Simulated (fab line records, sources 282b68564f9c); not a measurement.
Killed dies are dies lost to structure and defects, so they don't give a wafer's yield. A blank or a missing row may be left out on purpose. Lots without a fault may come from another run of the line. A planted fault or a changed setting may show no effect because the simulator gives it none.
Which tool did it? | flow rit_cmos | 13 lots, 39 wafers sampled, at 2 steps of a route of 202

WHAT THE GAUGES READ, wafer by wafer
The record holds no reading of a measuring or inspecting step that can be judged against a usual standard deviation.

WHICH TOOL RAN EACH LOT (tool, then ch and the chambers of the sampled wafers, then the start)
lot  | RIT_NSD_EXPOSE_03                  | RIT_M1_PROBE_99
L236 | iline_stepper-02 ch 0, day 3 08:59 | -
L237 | iline_stepper-02 ch 0, day 3 13:56 | -
L238 | iline_stepper-01 ch 0, day 3 14:14 | -
L239 | iline_stepper-01 ch 0, day 3 22:11 | -
L241 | iline_stepper-01 ch 0, day 4 05:32 | -
L242 | iline_stepper-02 ch 0, day 4 08:16 | -
L245 | iline_stepper-02 ch 0, day 5 08:20 | -
L249 | iline_stepper-02 ch 0, day 6 09:34 | prober-01, day 6 20:16
L251 | iline_stepper-01 ch 0, day 6 12:47 | -
L252 | iline_stepper-02 ch 0, day 6 20:08 | -
L253 | iline_stepper-01 ch 0, day 7 03:37 | -
L254 | iline_stepper-01 ch 0, day 7 03:44 | -
L255 | iline_stepper-02 ch 0, day 7 08:36 | -
- RIT_NSD_EXPOSE_03: exposes mask M9, target cd 40700 nm.
- RIT_M1_PROBE_99

WHAT THE TOOLS THEMSELVES READ (means of the sampled wafers that have a number; where no wafer has one, the mark that the record gives instead)
RIT_NSD_EXPOSE_03. Usual: reticle_temp_C 23.01 C, standard deviation 0.1.
lot  | tool             | reticle_temp_C (C) | flag
L236 | iline_stepper-02 | 23.08              |
L237 | iline_stepper-02 | 23.07              |
L238 | iline_stepper-01 | 23.17              |
L239 | iline_stepper-01 | 23.01              |
L241 | iline_stepper-01 | 23.12              |
L242 | iline_stepper-02 | 23.12              |
L245 | iline_stepper-02 | 23.08              |
L249 | iline_stepper-02 | 22.96              |
L251 | iline_stepper-01 | 23.01              |
L252 | iline_stepper-02 | 23.04              |
L253 | iline_stepper-01 | 22.99              |
L254 | iline_stepper-01 | 23.03              |
L255 | iline_stepper-02 | 22.92              |

RIT_M1_PROBE_99. Usual: killed_at_contacts 0.1, standard deviation 0.25; killed_at_front_end 7, standard deviation 3.2; killed_dies 7, standard deviation 3.2; killed_open 3.5, standard deviation 2.2; killed_short 3.6, standard deviation 2.1.
lot  | tool      | killed_at_contacts | killed_at_front_end | killed_dies | killed_open | killed_short | flag
L249 | prober-01 | 0.0                | 4                   | 4           | 3.0         | 1.0          |

THE ANSWER, worked out from the rows above alone
Rule: a lot is off if the mean of its wafers that have a number lies more than 3 standard deviations from the usual mean. A lot without any number at a reading at which 4 lots or more have one is off too. The other lots that the step has rows for count as sound. The gauges are gone through in route order, then the tools' own readings, and for those a lot's mean is taken as printed above. The first step at which some lot is off is used, and at that step the reading that is off furthest; a lot without a number counts as furthest.
No lot is off at any reading shown: from this, nothing can be told.

WHAT THE SIMULATOR HAD PUT IN
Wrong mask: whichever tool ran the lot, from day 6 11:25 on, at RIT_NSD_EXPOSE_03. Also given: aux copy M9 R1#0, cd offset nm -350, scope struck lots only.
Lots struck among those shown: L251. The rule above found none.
